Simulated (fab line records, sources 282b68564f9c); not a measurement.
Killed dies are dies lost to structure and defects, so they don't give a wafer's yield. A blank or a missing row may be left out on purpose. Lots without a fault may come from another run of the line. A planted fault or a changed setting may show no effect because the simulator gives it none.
A struck lot beside a sound one | flow rit_cmos | 2 steps out of a route of 202
Sound: wafers L158.1, L158.3, L158.5. Struck: wafers L155.1, L155.5, L155.6. The cause comes at the end.
At each step with rows: each side's tool, then ch and its chambers, then its first start. Under that, the readings that differ: sound wafers | struck wafers | difference of the means | sigmas: that difference in standard deviations of wafers without a fault.
alike: readings whose means differ by less than 2 such deviations, and words and numbers that are the same on both sides. not compared: withheld readings, readings that some wafer has no value for, bounds like >300 that may hide the same value, and numbers for which the record gives no deviation and whose values overlap.
The two part at a step that has a row with sigmas, a row that says differs or no value, or rows on one side only. Numbers that don't overlap but have no deviation are shown without sigmas and don't part them. A reading that every wafer of one side lacks parts them only if that side has two wafers or more.

RIT_ACTIVE_BOW_MEAS_00:
  sound on film_metro-01, day 4 23:00; struck on film_metro-01, day 4 08:00
  alike: INCOMING_BOW
RIT_ACTIVE_OXIDATION_01: target thk 46.8 nm, ox time 3360 s.
  sound on furnace-03 ch 0, day 4 23:07; struck on furnace-03, day 4 08:07
  no value came back on the struck wafers for ox_temp_c (C), ox_temp_c_max; on the sound wafers ox_temp_c (C) reads 999.6 1000.2 1000.5

WHERE THEY PART
Only at RIT_ACTIVE_OXIDATION_01, within this record.

WHY: what the simulator had put in
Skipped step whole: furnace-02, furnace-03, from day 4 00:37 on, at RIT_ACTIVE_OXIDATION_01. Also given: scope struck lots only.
